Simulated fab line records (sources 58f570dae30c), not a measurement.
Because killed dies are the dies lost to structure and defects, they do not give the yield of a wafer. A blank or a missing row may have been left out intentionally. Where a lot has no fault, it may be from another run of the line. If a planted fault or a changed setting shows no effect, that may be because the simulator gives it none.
A single fault, viewed from 2 desks :: flow berkeley cmos170 :: only its own numbers are on each desk; what lay behind them is given at the end

== THE METROLOGY DESK ==
Lot by lot, what the gauges showed, no matter which tool ran the lot: averages of those sampled wafers that carry a number. If a lot's mean is further than 4 standard deviations from the usual mean, the lot is out of limits and carries the mark OUT (the distance appears in the brackets).
Columns: A = cd nm at UCB170_M1_CD_MEAS_09, usual 699.8 nm; B = V1_BOW at UCB170_V1_BOW_MEAS_03, usual 21 um
lot: L804
first seen here: day 8 06:03
A: 700.3
B: 19

lot: L803
first seen here: day 8 06:20
A: 701.2
B: 15

lot: L802
first seen here: day 8 06:59
A: 699.4
B: 16

lot: L805
first seen here: day 8 21:49
A: 700.4
B: 15

lot: L807
first seen here: day 8 23:48
A: 698.2
B: 12

lot: L806
first seen here: day 9 00:05
A: 699.5
B: 19

lot: L811
first seen here: day 9 19:29
A: 700.0
B: 25

lot: L812
first seen here: day 9 21:16
A: 698.2
B: 25

lot: L810
first seen here: day 9 21:32
A: 701.3
B: 20

lot: L814
first seen here: day 10 19:58
A: 701.5
B: 22

lot: L813
first seen here: day 10 20:52
A: 700.9
B: 23

lot: L818
first seen here: day 11 21:59
A: 700.0
B: 27

lot: L822
first seen here: day 12 21:56
A: 699.0
B: 23

lot: L825
first seen here: day 13 10:42
A: 699.5
B: 28
This desk's finding: nothing out of limits on any of the 14 lots.

== DESK OF THE TOOL OWNER: rie diel-01 ==
The tool's own readings at UCB170_V1_ETCH_14 (etches SiO2 in CHF3/CF4/Ar, stops on Al, target depth 1250 nm, time 291 s): means of the sampled wafers that have a number, for each lot that ran on this tool. If a lot's mean is further than 4 standard deviations from the usual mean, the lot is out of limits and carries the mark OUT (the distance appears in the brackets).
Columns: A = CHF3_flow_sccm at UCB170_V1_ETCH_14, usual 45.00 sccm; B = drypump motor current A at UCB170_V1_ETCH_14, usual 5.6 A; C = mfc ar sccm at UCB170_V1_ETCH_14, usual 150.0 sccm; D = oes product au at UCB170_V1_ETCH_14, usual 0.875 a.u.; E = throttle valve pct at UCB170_V1_ETCH_14, usual 6.94 %
lot: L806
first seen here: day 9 05:09
A: 44.98
B: 5.3
C: 149.9
D: 0.870
E: 6.95

lot: L811
first seen here: day 10 01:12
A: 44.89
B: 5.6
C: 150.2
D: 0.875
E: 6.94

lot: L812
first seen here: day 10 02:55
A: 45.15
B: 5.4
C: 150.0
D: 0.871
E: 6.93

lot: L813
first seen here: day 11 01:58
A: 45.01
B: 5.4
C: 149.9
D: 0.802 (-7.3) OUT
E: 6.94

lot: L818
first seen here: day 12 03:28
A: 44.95
B: 5.2
C: 150.1
D: 0.798 (-7.7) OUT
E: 6.94
This desk finds L813, L818 out of limits, L813 being first, at day 11 01:58 (oes product au at UCB170_V1_ETCH_14). L806, L811, L812: within limits.

== BROUGHT TOGETHER ==
At day 11 01:58, on L813, L818, the tool owner's desk was in a position to raise an alarm.
Metrology desk: nothing out of limits seen.
The metrology desk has L813, L818 on record, within its limits.
All the named lots went through UCB170_V1_ETCH_14 on rie diel-01.

== WHAT THE SIMULATOR HAD PUT IN ==
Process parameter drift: rie diel-01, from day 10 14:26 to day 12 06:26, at UCB170_V1_ETCH_14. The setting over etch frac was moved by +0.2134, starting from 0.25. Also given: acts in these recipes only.
Struck lots among those shown: L813, L818.
Delay in hours, fault start to first out-of-limits reading, by desk: the tool owner's desk at 12.
